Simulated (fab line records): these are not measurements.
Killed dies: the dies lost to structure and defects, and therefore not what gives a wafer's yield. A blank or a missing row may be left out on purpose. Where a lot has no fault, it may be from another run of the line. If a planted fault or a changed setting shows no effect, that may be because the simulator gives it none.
fab line records -- flow rit-cmos
record: lots: 15, wafers: 45, last-day: 8
route steps=202 shown PWELL@48 NRETRO@62 NLDD@112 PLDD@124
lots untouched by any fault: they come from a run of this same line in which no faults occurred
start-h: hours from the record's first day to the start of the lot's first wafer shown -- wait-h: how many hours have passed since the lot's step before this one -- " unchanged from the row above -- L1.1+2: one row covering several wafers at once -- - either no value or no given start -- * or withheld: withheld -- < > ~ a bound
route shown NAME@n: a module of which the file shows steps, and the number in the route of the first -- usual: the fault-free wafers' mean and standard deviation -- same: alike in all rows -- chamber/n: place in a boat -- sites: per-site readings -- _std_site: their standard deviation -- _edge_site: outer sites' mean less inner sites' -- radius-mm: for every site, how far away it sits from the centre of the wafer -- mask NAME#n: copy n -- behind: the last tool/chamber to shape the wafer -- hold: why the lot went on hold/how many hours it stayed there/how the hold came to an end -- device: the transistor (n, p or np) that didn't switch -- end of line: the same wafers' tests at the end of the route -- a step without rows: its recipe alone -- killed: dies lost to structure and defects at the first sort, not the wafer's yield -- map: a wafer's dies, x killed, . not, _ none there
set.NAME: the setting the step ran with; set.NAME@STEP: the setting that earlier step ran with -- model.NAME: the simulator's own value behind a step, which no gauge read
a sample of lots followed through the steps of the route, with each step as a table and each wafer as a row
services: from which hour (start-h, from the record's first day; less than 0 if before it) a tool's chamber was out of use, for how many hours, and why
== steps ==
step: RIT_PWELL_STRIP_09
recipe: chemistry: O2, time-s: 180, resist: NOVOLAK, platen-temp-c: withheld, power-w: 500, pressure-mtorr: 4000, o2-flow-sccm: 4000
usual: chamber-pressure-mTorr: 4000/3.6, drypump-motor-current-A: 5.85/0.22
lot.wafer,tool,chamber,start-h,wait-h,chamber-pressure-mTorr,drypump-motor-current-A,rf-hours-counter-h
L822.2,plasma-asher-02,0,26.51,0.1,4000,6.27,22
L822.4,plasma-asher-02,0,26.51,0.1,4002,6.25,-
L822.6,plasma-asher-02,0,26.51,0.1,4005,6.27,-
L823.2,plasma-asher-01,1,30.78,0.1,3998,5.74,38
L823.4,plasma-asher-01,0,30.78,0.1,3997,5.66,-
L823.5,plasma-asher-01,1,30.78,0.1,4002,5.72,-
L830.3,plasma-asher-03,0,68.25,0.1,3997,5.66,-
L830.4,plasma-asher-03,1,68.25,0.1,3997,5.70,-
L830.5,plasma-asher-03,0,68.25,0.1,4000,5.67,-
L831.2,plasma-asher-01,1,72.34,0.1,4006,5.72,42
L831.3,plasma-asher-01,1,72.34,0.1,3998,5.72,-
L831.4,plasma-asher-01,0,72.34,0.1,3997,5.66,-
L832.4,plasma-asher-01,1,74.19,0.1,4000,5.69,-
L832.5,plasma-asher-01,0,74.19,0.1,4001,5.65,-
L832.6,plasma-asher-01,1,74.19,0.1,4000,5.69,-
L833.1,plasma-asher-01,0,79.31,0.1,4007,5.63,43
L833.2,plasma-asher-01,1,79.31,0.1,4003,5.71,43
L833.5,plasma-asher-01,0,79.31,0.1,4000,5.64,-
L834.2,plasma-asher-03,0,86.14,0.1,3999,5.66,46
L834.3,plasma-asher-03,1,86.14,0.1,3999,5.73,-
L834.5,plasma-asher-03,0,86.14,0.1,4002,5.64,-
L835.1,plasma-asher-02,0,90.93,0.1,4002,6.24,29
L835.3,plasma-asher-02,1,90.93,0.1,3999,6.00,-
L835.5,plasma-asher-02,0,90.93,0.1,3999,6.23,-
L836.2,plasma-asher-01,1,93.66,0.1,4000,5.73,44
L836.3,plasma-asher-01,0,93.66,0.1,3998,5.63,-
L836.4,plasma-asher-01,1,93.66,0.1,4000,5.69,-
L837.2,plasma-asher-02,1,99.58,0.1,4003,5.96,30
L837.4,plasma-asher-02,1,99.58,0.1,3997,5.98,-
L837.6,plasma-asher-02,1,99.58,0.1,3994,5.95,-
L838.1,plasma-asher-01,1,105.62,0.1,4006,5.69,45
L838.4,plasma-asher-01,1,105.62,0.1,3997,5.73,-
L838.5,plasma-asher-01,0,105.62,0.1,4004,5.64,-
L840.1,plasma-asher-03,1,113.18,0.1,3997,5.71,49
L840.2,plasma-asher-03,0,113.18,0.1,4004,5.68,49
L840.5,plasma-asher-03,0,113.18,0.1,4004,5.67,-
L842.3,plasma-asher-02,0,125.69,0.1,4007,6.25,-
L842.4,plasma-asher-02,1,125.69,0.1,3996,6.00,-
L842.6,plasma-asher-02,0,125.69,0.1,3999,6.24,-
L843.1,plasma-asher-02,0,132.11,0.1,4002,6.25,33
L843.2,plasma-asher-02,1,132.11,0.1,4005,5.96,33
L843.6,plasma-asher-02,1,132.11,0.1,3999,5.96,-
L844.1,plasma-asher-03,0,136.46,0.1,3994,5.64,52
L844.2,plasma-asher-03,1,136.46,0.1,4003,5.73,52
L844.3,plasma-asher-03,0,136.46,0.1,3995,5.67,-
step: RIT_WELLDRIVE_RS_MEAS_02
recipe: thk-meas-gauge: four-point-probe
usual: PWELL_RS: 429.8/1.1
lot.wafer,tool,chamber,start-h,wait-h,PWELL_RS[ohm/sq]
L822.2,film-metro-02,-,32.28,0.1,429.2
L822.4,film-metro-02,-,32.28,0.1,428.6
L822.6,film-metro-02,-,32.28,0.1,427.7
L823.2,film-metro-01,-,39.54,0.1,430.1
L823.4,film-metro-01,-,39.54,0.1,430.8
L823.5,film-metro-01,-,39.54,0.1,429.8
L830.3,film-metro-02,-,73.67,0.1,431.3
L830.4,film-metro-02,-,73.67,0.1,431.2
L830.5,film-metro-02,-,73.67,0.1,431.0
L831.2,film-metro-02,-,78.73,0.1,427.5
L831.3,film-metro-02,-,78.73,0.1,429.3
L831.4,film-metro-02,-,78.73,0.1,429.3
L832.4,film-metro-02,-,80.57,0.1,427.8
L832.5,film-metro-02,-,80.57,0.1,429.1
L832.6,film-metro-02,-,80.57,0.1,428.1
L833.1,film-metro-01,-,85.11,0.1,429.2
L833.2,film-metro-01,-,85.11,0.1,429.9
L833.5,film-metro-01,-,85.11,0.1,428.3
L834.2,film-metro-02,-,92.28,0.1,429.5
L834.3,film-metro-02,-,92.28,0.1,429.3
L834.5,film-metro-02,-,92.28,0.1,430.3
L835.1,film-metro-02,-,97.59,0.1,427.3
L835.3,film-metro-02,-,97.59,0.1,428.7
L835.5,film-metro-02,-,97.59,0.1,428.2
L836.2,film-metro-02,-,99.11,0.1,429.8
L836.3,film-metro-02,-,99.11,0.1,430.7
L836.4,film-metro-02,-,99.11,0.1,429.6
L837.2,film-metro-01,-,105.04,0.1,428.1
L837.4,film-metro-01,-,105.04,0.1,429.1
L837.6,film-metro-01,-,105.04,0.1,429.9
L838.1,film-metro-02,-,112.04,0.1,430.2
L838.4,film-metro-02,-,112.04,0.1,428.8
L838.5,film-metro-02,-,112.04,0.1,430.6
L840.1,film-metro-02,-,119.31,0.1,430.5
L840.2,film-metro-02,-,119.31,0.1,432.6
L840.5,film-metro-02,-,119.31,0.1,430.6
L842.3,film-metro-03,-,134.41,0.1,430.6
L842.4,film-metro-03,-,134.41,0.1,430.8
L842.6,film-metro-03,-,134.41,0.1,429.0
L843.1,film-metro-03,-,137.73,0.1,429.1
L843.2,film-metro-03,-,137.73,0.1,429.9
L843.6,film-metro-03,-,137.73,0.1,429.7
L844.1,film-metro-01,-,144.74,0.1,430.1
L844.2,film-metro-01,-,144.74,0.1,428.5
L844.3,film-metro-01,-,144.74,0.1,429.3
step: RIT_NRETRO_STRIP_09
recipe: chemistry: O2, time-s: 180, resist: NOVOLAK, platen-temp-c: withheld, power-w: 500, pressure-mtorr: 4000, o2-flow-sccm: 4000
usual: chamber-pressure-mTorr: 4000/3.7, drypump-motor-current-A: 5.60/0.21
lot.wafer,tool,chamber,start-h,wait-h,chamber-pressure-mTorr,drypump-motor-current-A,rf-hours-counter-h
L822.2,plasma-asher-01,1,33.69,0.1,3997,5.74,38
L822.4,plasma-asher-01,1,33.69,0.1,4005,5.74,-
L822.6,plasma-asher-01,1,33.69,0.1,3997,5.73,-
L823.2,plasma-asher-04,0,41.09,0.1,4002,5.70,39
L823.4,plasma-asher-04,1,41.09,0.1,3995,5.15,-
L823.5,plasma-asher-04,0,41.09,0.1,4002,5.71,-
L830.3,plasma-asher-03,0,75.12,0.1,4003,5.70,-
L830.4,plasma-asher-03,1,75.12,0.1,3997,5.73,-
L830.5,plasma-asher-03,0,75.12,0.1,4003,5.69,-
L831.2,plasma-asher-03,1,80.27,0.1,4000,5.72,45
L831.3,plasma-asher-03,0,80.27,0.1,3995,5.68,-
L831.4,plasma-asher-03,1,80.27,0.1,4003,5.74,-
L832.4,plasma-asher-03,0,82.14,0.1,4003,5.65,-
L832.5,plasma-asher-03,0,82.14,0.1,3999,5.68,-
L832.6,plasma-asher-03,1,82.14,0.1,3999,5.72,-
L833.1,plasma-asher-01,1,86.70,0.1,4000,5.71,44
L833.2,plasma-asher-01,0,86.70,0.1,3998,5.65,44
L833.5,plasma-asher-01,1,86.70,0.1,4005,5.70,-
L834.2,plasma-asher-03,0,93.69,0.1,4003,5.65,47
L834.3,plasma-asher-03,0,93.69,0.1,3996,5.67,-
L834.5,plasma-asher-03,1,93.69,0.1,3997,5.71,-
L835.1,plasma-asher-04,0,99.03,0.1,3997,5.72,46
L835.3,plasma-asher-04,1,99.03,0.1,3999,5.13,-
L835.5,plasma-asher-04,1,99.03,0.1,4001,5.14,-
L836.2,plasma-asher-03,0,100.79,0.1,3999,5.67,48
L836.3,plasma-asher-03,0,100.79,0.1,4000,5.68,-
L836.4,plasma-asher-03,1,100.79,0.1,4005,5.72,-
L837.2,plasma-asher-03,0,106.58,0.1,4003,5.67,48
L837.4,plasma-asher-03,1,106.58,0.1,4005,5.73,-
L837.6,plasma-asher-03,1,106.58,0.1,4000,5.73,-
L838.1,plasma-asher-04,0,113.61,0.1,3997,5.72,48
L838.4,plasma-asher-04,1,113.61,0.1,4005,5.15,-
L838.5,plasma-asher-04,1,113.61,0.1,4003,5.14,-
L840.1,plasma-asher-01,1,121.00,0.1,3995,5.68,0
L840.2,plasma-asher-01,0,121.00,0.1,4002,5.64,0
L840.5,plasma-asher-01,1,121.00,0.1,3999,5.69,-
L842.3,plasma-asher-04,0,135.86,0.1,4006,5.73,-
L842.4,plasma-asher-04,1,135.86,0.1,3986,5.18,-
L842.6,plasma-asher-04,0,135.86,0.1,4000,5.71,-
L843.1,plasma-asher-04,0,139.16,0.1,4000,5.71,50
L843.2,plasma-asher-04,1,139.16,0.1,3995,5.20,50
L843.6,plasma-asher-04,1,139.16,0.1,3999,5.18,-
L844.1,plasma-asher-03,1,146.31,0.1,3999,5.73,52
L844.2,plasma-asher-03,0,146.31,0.1,4000,5.65,52
L844.3,plasma-asher-03,1,146.31,0.1,3999,5.68,-
step: RIT_NLDD_STRIP_09
recipe: chemistry: O2, time-s: 180, resist: NOVOLAK, platen-temp-c: withheld, power-w: 500, pressure-mtorr: 4000, o2-flow-sccm: 4000
usual: chamber-pressure-mTorr: 4001/3.5, drypump-motor-current-A: 5.88/0.23
lot.wafer,tool,chamber,start-h,wait-h,chamber-pressure-mTorr,drypump-motor-current-A,rf-hours-counter-h
L822.2,plasma-asher-02,0,52.39,0.1,4000,6.24,24
L822.4,plasma-asher-02,1,52.39,0.1,4000,5.97,-
L822.6,plasma-asher-02,0,52.39,0.1,4000,6.25,-
L823.2,plasma-asher-02,1,54.40,0.1,4004,6.03,25
L823.4,plasma-asher-02,1,54.40,0.1,4000,6.01,-
L823.5,plasma-asher-02,0,54.40,0.1,3999,6.24,-
L830.3,plasma-asher-02,0,89.71,0.1,4001,6.26,-
L830.4,plasma-asher-02,1,89.71,0.1,4003,6.00,-
L830.5,plasma-asher-02,1,89.71,0.1,4004,5.96,-
L831.2,plasma-asher-02,0,92.15,0.1,4006,6.25,29
L831.3,plasma-asher-02,0,92.15,0.1,4004,6.25,-
L831.4,plasma-asher-02,1,92.15,0.1,4005,6.01,-
L832.4,plasma-asher-02,0,94.78,0.1,-,-,-
L832.5,plasma-asher-02,1,94.78,0.1,-,-,-
L832.6,plasma-asher-02,0,94.78,0.1,-,-,-
L833.1,plasma-asher-01,0,101.54,0.1,-,-,-
L833.2,plasma-asher-01,1,101.54,0.1,-,-,-
L833.5,plasma-asher-01,1,101.54,0.1,-,-,-
L834.2,plasma-asher-02,1,108.65,0.1,-,-,-
L834.3,plasma-asher-02,0,108.65,0.1,-,-,-
L834.5,plasma-asher-02,1,108.65,0.1,-,-,-
L835.1,plasma-asher-02,1,110.86,0.1,3997,6.01,31
L835.3,plasma-asher-02,0,110.86,0.1,4001,6.25,-
L835.5,plasma-asher-02,0,110.86,0.1,4001,6.24,-
L836.2,plasma-asher-02,1,113.16,0.1,4005,6.00,31
L836.3,plasma-asher-02,0,113.16,0.1,4002,6.25,-
L836.4,plasma-asher-02,1,113.16,0.1,3999,6.00,-
L837.2,plasma-asher-01,1,123.43,0.1,3998,5.74,1
L837.4,plasma-asher-01,0,123.43,0.1,3999,5.65,-
L837.6,plasma-asher-01,0,123.43,0.1,4003,5.67,-
L838.1,plasma-asher-01,0,127.16,0.1,4002,5.66,1
L838.4,plasma-asher-01,1,127.16,0.1,4007,5.73,-
L838.5,plasma-asher-01,0,127.16,0.1,3995,5.64,-
L840.1,plasma-asher-01,1,138.42,0.1,4001,5.72,2
L840.2,plasma-asher-01,0,138.42,0.1,4007,5.65,2
L840.5,plasma-asher-01,0,138.42,0.1,3997,5.66,-
L842.3,plasma-asher-03,1,155.23,0.1,4001,5.71,-
L842.4,plasma-asher-03,0,155.23,0.1,4004,5.67,-
L842.6,plasma-asher-03,0,155.23,0.1,4002,5.65,-
L843.1,plasma-asher-01,1,160.99,0.1,4001,5.69,4
L843.2,plasma-asher-01,0,160.99,0.1,4000,5.64,4
L843.6,plasma-asher-01,0,160.99,0.1,4005,5.63,-
L844.1,plasma-asher-02,1,170.10,0.1,4002,5.98,37
L844.2,plasma-asher-02,0,170.10,0.1,4003,6.25,37
L844.3,plasma-asher-02,1,170.10,0.1,4001,6.00,-
step: RIT_PLDD_TW_MEAS_10
usual: PLDD_TW: 2330/9.3
lot.wafer,tool,chamber,start-h,wait-h,PLDD_TW
L822.2,film-metro-03,-,54.32,0.1,2316
L822.4,film-metro-03,-,54.32,0.1,2325
L822.6,film-metro-03,-,54.32,0.1,2338
L823.2,film-metro-04,-,56.01,0.1,2326
L823.4,film-metro-04,-,56.01,0.1,2319
L823.5,film-metro-04,-,56.01,0.1,2323
L830.3,film-metro-04,-,91.40,0.1,2311
L830.4,film-metro-04,-,91.40,0.1,2303
L830.5,film-metro-04,-,91.40,0.1,2319
L831.2,film-metro-01,-,93.95,0.1,2332
L831.3,film-metro-01,-,93.95,0.1,2338
L831.4,film-metro-01,-,93.95,0.1,2333
L832.4,film-metro-01,-,96.34,0.1,30
L832.5,film-metro-01,-,96.34,0.1,30
L832.6,film-metro-01,-,96.34,0.1,30
L833.1,film-metro-01,-,103.19,0.1,30
L833.2,film-metro-01,-,103.19,0.1,30
L833.5,film-metro-01,-,103.19,0.1,30
L834.2,film-metro-04,-,110.38,0.1,30
L834.3,film-metro-04,-,110.38,0.1,30
L834.5,film-metro-04,-,110.38,0.1,30
L835.1,film-metro-04,-,112.46,0.1,2328
L835.3,film-metro-04,-,112.46,0.1,2327
L835.5,film-metro-04,-,112.46,0.1,2329
L836.2,film-metro-04,-,114.83,0.1,2323
L836.3,film-metro-04,-,114.83,0.1,2333
L836.4,film-metro-04,-,114.83,0.1,2337
L837.2,film-metro-03,-,125.11,0.1,2329
L837.4,film-metro-03,-,125.11,0.1,2334
L837.6,film-metro-03,-,125.11,0.1,2340
L838.1,film-metro-04,-,128.88,0.1,2321
L838.4,film-metro-04,-,128.88,0.1,2312
L838.5,film-metro-04,-,128.88,0.1,2326
L840.1,film-metro-01,-,140.30,0.1,2337
L840.2,film-metro-01,-,140.30,0.1,2351
L840.5,film-metro-01,-,140.30,0.1,2344
L842.3,film-metro-04,-,156.79,0.1,2327
L842.4,film-metro-04,-,156.79,0.1,2330
L842.6,film-metro-04,-,156.79,0.1,2334
L843.1,film-metro-01,-,162.71,0.1,2338
L843.2,film-metro-01,-,162.71,0.1,2331
L843.6,film-metro-01,-,162.71,0.1,2328
L844.1,film-metro-04,-,171.69,0.1,2338
L844.2,film-metro-04,-,171.69,0.1,2335
L844.3,film-metro-04,-,171.69,0.1,2341
== services ==
tool,chamber,start-h,hours,kind
plasma-asher-04,-,19.39,0.9,repair
plasma-asher-04,-,63.69,2.8,pm
plasma-asher-01,-,89.30,3.2,repair
plasma-asher-01,-,108.80,9.0,pm
plasma-asher-01,0,108.80,9.0,vent-cycle
plasma-asher-01,1,108.80,9.0,vent-cycle
plasma-asher-01,0,117.80,-,clean
plasma-asher-01,1,117.80,-,clean
== key ==
first-sign: step: RIT_NLDD_STRIP_09, reading: tool-record, direction: missing
effect: step: RIT_PLDD_TW_MEAS_10, reading: PLDD_TW, direction: down, sigmas: 99+, usual: 2330, struck: 30
met-at RIT_NLDD_STRIP_09
struck-lots L832,L833,L834
sort-left-out L832.4,L832.5,L832.6,L833.1,L833.2,L833.5,L834.2,L834.3,L834.5
tester-left-out L832,L833,L834
not-acting-at RIT_PWELL_STRIP_09,RIT_WELLDRIVE_RS_MEAS_02,RIT_NRETRO_STRIP_09
onset-between 92.15 94.78
fault: kind: skipped-step-whole, tool: plasma-asher-01,plasma-asher-02, chamber: -, onset-h: 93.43, steps: RIT_NLDD_STRIP_09, scope: struck-lots-only
tester-left-out: of these lots the tester's yield and bins aren't shown, on N5 and GAA mostly nor the transistor test; their killed dies are dies lost to structure and defects alone, not to doping, threshold or leakage, so they don't give the yield
sort-left-out: the simulated sort isn't trusted on such a fault, so these wafers' sort isn't shown, and their yield isn't known
